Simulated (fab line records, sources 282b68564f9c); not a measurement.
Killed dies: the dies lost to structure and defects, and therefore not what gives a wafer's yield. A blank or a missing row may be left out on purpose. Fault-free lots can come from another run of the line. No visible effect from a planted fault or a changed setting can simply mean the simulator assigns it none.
What tool caused it? -- flow rit cmos -- 7 lots with 21 wafers sampled at 2 steps, on a route of 202 steps

WHAT THE GAUGES READ, wafer by wafer
RIT_WELLDRIVE_RS_MEAS_01: the measuring method here is four-point-probe.
lot,measured,on,NWELL_RS (ohm/sq)
L614,day 2 12:03,film metro-02,275.5 275.3 275.7
L617,day 3 03:04,film metro-04,274.5 275.1 273.9
L620,day 3 20:07,film metro-02,275.4 274.9 275.6
L622,day 4 09:22,film metro-04,276.1 276.6 275.9
L624,day 4 17:16,film metro-04,275.3 275.2 275.4
L629,day 5 16:41,film metro-02,345.6 345.7 346.3
L635,day 6 20:02,film metro-04,275.9 275.1 275.3

WHAT TOOL EACH LOT RAN ON (gives the tool, then ch and the chambers of the sampled wafers, and finally the start)
lot,RIT_WELLDRIVE_ANNEAL_00
L614,"furnace-01 ch 0, day 2 06:56"
L617,"furnace-01 ch 0, day 2 21:59"
L620,"furnace-01 ch 0, day 3 15:01"
L622,"furnace-01 ch 0, day 4 04:15"
L624,"furnace-01 ch 0, day 4 12:08"
L629,"furnace-01 ch 0, day 5 11:35"
L635,"furnace-04 ch 0, day 6 14:58"
- RIT_WELLDRIVE_ANNEAL_00: time 14700 s.

THE ANSWER, worked out from the rows above alone
Rule: what is usual is taken from the lots themselves. Put in order of their means at a reading, lots are off if they are a third of the lots or fewer, leave a main group of 4 or more, and stand apart from it by a gap of 3 or more times the standard deviation of the main group's means; of several such gaps the widest counts. A main group whose means are all the same, to the digits that the tables above print for the reading, isn't used. Also off: a lot with no number at a reading for which 4 or more lots have one. All remaining lots with rows at the step are treated as sound.
Off: at RIT_WELLDRIVE_RS_MEAS_01 (NWELL_RS), L629. Main group: mean 275.4 ohm/sq, sd 0.5.
If a tool, at a process step before that reading, ran all the lots that are off and no sound lot after the first of them, it fits. Gauges at RIT_WELLDRIVE_RS_MEAS_01: tried the same way as those tools. Undecided on this evidence; 2 tools fit (furnace-01 at RIT_WELLDRIVE_ANNEAL_00, film metro-02 at RIT_WELLDRIVE_RS_MEAS_01).

WHAT WAS PUT IN BY THE SIMULATOR
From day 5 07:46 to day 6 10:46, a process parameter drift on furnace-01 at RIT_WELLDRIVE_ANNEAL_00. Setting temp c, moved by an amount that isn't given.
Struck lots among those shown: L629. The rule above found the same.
